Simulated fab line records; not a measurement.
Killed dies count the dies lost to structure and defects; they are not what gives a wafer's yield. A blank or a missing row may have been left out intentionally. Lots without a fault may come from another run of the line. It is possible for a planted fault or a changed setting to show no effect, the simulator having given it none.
What tool caused it? -- flow rit-cmos -- 7 lots, 21 wafers sampled, at 2 steps of a route of 202

WHAT THE GAUGES READ, wafer by wafer
RIT_PWELL_TW_MEAS_10.
lot,measured,on,PWELL_TW
L501,day 2 05:27,film-metro-04,937 937 944
L503,day 2 15:08,film-metro-04,943 945 941
L505,day 3 02:01,film-metro-04,941 937 939
L507,day 3 16:22,film-metro-01,946 945 950
L514,day 4 22:37,film-metro-02,1118 1120 1118
L519,day 5 23:11,film-metro-02,948 951 947
L522,day 6 14:48,film-metro-02,950 950 942

EACH LOT AND THE TOOL THAT RAN IT (in order: tool; ch and the chambers of the sampled wafers; start)
lot,RIT_PWELL_IMPLANT_08
L501,"implanter-01 ch 0, day 2 05:10"
L503,"implanter-01 ch 0, day 2 14:49"
L505,"implanter-03 ch 0, day 3 01:41"
L507,"implanter-04 ch 0, day 3 16:04"
L514,"implanter-03 ch 0, day 4 22:17"
L519,"implanter-04 ch 0, day 5 22:52"
L522,"implanter-01 ch 0, day 6 14:28"
- RIT_PWELL_IMPLANT_08

THE ANSWER, worked out from the rows above alone
Rule: usual is defined by the lots themselves. The widest of any qualifying gaps counts: lots, ordered by their means at a reading, are off when they make up no more than a third of the lots, leave a main group of 4 or more, and stand apart from it by 3 or more times the standard deviation of that group's means. A main group whose means are all the same, to the digits that the tables above print for the reading, isn't used. A lot without any number at a reading at which 4 lots or more have one is off too. Any other lot the step has rows for is counted as sound.
Off: L514, seen at RIT_PWELL_TW_MEAS_10 (PWELL_TW). For the main group the mean is 944 and the standard deviation 3.9.
A tool fits if, at a process step before that reading, it ran every lot that is off, and no sound lot after the first of them. Those tools and the gauges at RIT_PWELL_TW_MEAS_10 are tried in the same way. One fits: implanter-03 at RIT_PWELL_IMPLANT_08. Its last sound lot is L505 (day 3 01:41), its first lot that is off L514 (day 4 22:17): a fault that began between those two fits.

WHAT THE SIMULATOR HAD INSERTED
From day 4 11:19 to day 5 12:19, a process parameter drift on implanter-03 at RIT_PWELL_IMPLANT_08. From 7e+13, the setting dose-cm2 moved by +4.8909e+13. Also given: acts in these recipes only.
Lots struck among those shown: L514. The rule given above showed the same thing.
